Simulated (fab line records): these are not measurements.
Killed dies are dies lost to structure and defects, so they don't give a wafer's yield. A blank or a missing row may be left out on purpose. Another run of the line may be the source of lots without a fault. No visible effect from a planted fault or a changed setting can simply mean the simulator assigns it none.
Which tool is to blame?    flow rit cmos    Sampling: 7 lots, 21 wafers, 2 of 202 route steps

## WHAT THE GAUGES READ, wafer by wafer
RIT_ACTIVE_THK_MEAS_04.
lot   measured     on             ACTIVE_NITRIDE_THK (nm)
L424  day 1 18:32  film metro-03  151.4 151.2 151.4
L426  day 2 04:43  film metro-01  152.0 150.5 152.7
L428  day 2 15:26  film metro-04  150.9 150.5 149.6
L431  day 3 05:56  film metro-03  148.7 149.9 149.1
L435  day 4 02:36  film metro-04  80.7 81.6 80.8
L437  day 4 12:14  film metro-03  147.9 147.9 146.9
L446  day 6 09:16  film metro-03  150.1 150.6 151.7

## WHICH TOOL RAN EACH LOT (tool, then ch and the chambers of the sampled wafers, then the start)
lot   RIT_ACTIVE_CVD_03
L424  lpcvd-01 ch 1, day 1 17:07
L426  lpcvd-01 ch 0, day 2 03:18
L428  lpcvd-01 ch 0, day 2 14:01
L431  lpcvd-01 ch 1, day 3 04:30
L435  lpcvd-01 ch 1, day 4 01:10
L437  lpcvd-02 ch 1, day 4 10:07
L446  lpcvd-02 ch 1, day 6 07:07
- RIT_ACTIVE_CVD_03: deposits Si3N4 from SiH2Cl2/NH3, target thk 150 nm, time 1500 s.

## THE ANSWER, worked out from the rows above alone
Rule: the usual values come from the lots themselves. The widest of any qualifying gaps counts: lots, ordered by their means at a reading, are off when they make up no more than a third of the lots, leave a main group of 4 or more, and stand apart from it by 3 or more times the standard deviation of that group's means. A main group whose means are all the same, to the digits that the tables above print for the reading, isn't used. Also off: a lot with no number at a reading for which 4 or more lots have one. Any other lot the step has rows for is counted as sound.
Off: L435, seen at RIT_ACTIVE_THK_MEAS_04 (ACTIVE_NITRIDE_THK). Main group: mean 150.2 nm, sd 1.4.
If a tool, at a process step before that reading, ran all the lots that are off and no sound lot after the first of them, it fits. Gauges at RIT_ACTIVE_THK_MEAS_04: tried the same way as those tools. This does not decide it: 2 tools fit, namely lpcvd-01 at RIT_ACTIVE_CVD_03 and film metro-04 at RIT_ACTIVE_THK_MEAS_04.

## WHAT THE SIMULATOR HAD INSERTED
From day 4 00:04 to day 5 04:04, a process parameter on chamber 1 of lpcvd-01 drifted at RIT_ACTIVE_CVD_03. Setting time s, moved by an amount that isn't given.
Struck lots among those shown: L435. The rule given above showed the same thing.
